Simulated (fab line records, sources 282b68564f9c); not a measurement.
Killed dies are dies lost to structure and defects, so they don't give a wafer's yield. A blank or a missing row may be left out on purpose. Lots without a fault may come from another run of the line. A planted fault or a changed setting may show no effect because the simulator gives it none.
Which tool did it? | flow rit_cmos | 14 lots, 42 wafers sampled, at 2 steps of a route of 202

WHAT THE GAUGES READ, wafer by wafer
The record holds no reading of a measuring or inspecting step that can be judged against a usual standard deviation.

WHICH TOOL RAN EACH LOT (tool, then ch and the chambers of the sampled wafers, then the start)
lot  | RIT_SILICIDE_SPUTTER_01     | RIT_M1_PROBE_99
L274 | pvd_sputter-04, day 3 12:27 | -
L275 | pvd_sputter-02, day 3 14:35 | -
L277 | pvd_sputter-03, day 3 23:49 | -
L278 | pvd_sputter-04, day 4 05:12 | -
L279 | pvd_sputter-03, day 4 09:45 | -
L280 | pvd_sputter-04, day 4 13:29 | -
L281 | pvd_sputter-03, day 4 18:57 | -
L284 | pvd_sputter-04, day 5 08:19 | -
L285 | pvd_sputter-03, day 5 14:21 | -
L289 | pvd_sputter-03, day 6 11:11 | prober-01, day 6 18:05
L291 | pvd_sputter-03, day 6 18:02 | prober-01, day 7 00:48
L292 | pvd_sputter-02, day 6 23:44 | prober-02, day 7 06:38
L295 | pvd_sputter-02, day 7 16:03 | -
L297 | pvd_sputter-02, day 8 04:51 | -
- RIT_SILICIDE_SPUTTER_01: material Ti, target thk 30 nm, time 240 s.
- RIT_M1_PROBE_99

WHAT THE TOOLS THEMSELVES READ (means of the sampled wafers that have a number; where no wafer has one, the mark that the record gives instead)
RIT_SILICIDE_SPUTTER_01.
lot  | tool           | throttle_valve_pct (%)
L274 | pvd_sputter-04 | 29.1
L275 | pvd_sputter-02 | 30.9
L277 | pvd_sputter-03 | 29.7
L278 | pvd_sputter-04 | 28.9
L279 | pvd_sputter-03 | 29.9
L280 | pvd_sputter-04 | 29.0
L281 | pvd_sputter-03 | 29.1
L284 | pvd_sputter-04 | 29.1
L285 | pvd_sputter-03 | 30.2
L289 | pvd_sputter-03 | 29.8
L291 | pvd_sputter-03 | 29.8
L292 | pvd_sputter-02 | 30.0
L295 | pvd_sputter-02 | 29.8
L297 | pvd_sputter-02 | 30.3

RIT_M1_PROBE_99.
lot  | tool      | killed_at_M0_to_M3 | killed_at_contacts | killed_at_front_end | killed_dies | killed_on_rim | killed_open | killed_short
L289 | prober-01 | 0.3                | 0.0                | 13.0                | 13.3        | 4.3           | 3.0         | 3
L291 | prober-01 | 0.0                | 0.3                | 9.7                 | 10.0        | 3.7           | 1.7         | 2
L292 | prober-02 | 0.0                | 0.3                | 5.7                 | 6.0         | 1.3           | 2.7         | 3

THE ANSWER, worked out from the rows above alone
Rule: what is usual is taken from the lots themselves. Put in order of their means at a reading, lots are off if they are a third of the lots or fewer, leave a main group of 4 or more, and stand apart from it by a gap of 3 or more times the standard deviation of the main group's means; of several such gaps the widest counts. A main group whose means are all the same, to the digits that the tables above print for the reading, isn't used. A lot without any number at a reading at which 4 lots or more have one is off too. The other lots that the step has rows for count as sound. The gauges are gone through in route order, then the tools' own readings, and for those a lot's mean is taken as printed above. The first step at which some lot is off is used, and at that step the reading that is off furthest; a lot without a number counts as furthest.
No lot is off at any reading shown: from this, nothing can be told.

WHAT THE SIMULATOR HAD PUT IN
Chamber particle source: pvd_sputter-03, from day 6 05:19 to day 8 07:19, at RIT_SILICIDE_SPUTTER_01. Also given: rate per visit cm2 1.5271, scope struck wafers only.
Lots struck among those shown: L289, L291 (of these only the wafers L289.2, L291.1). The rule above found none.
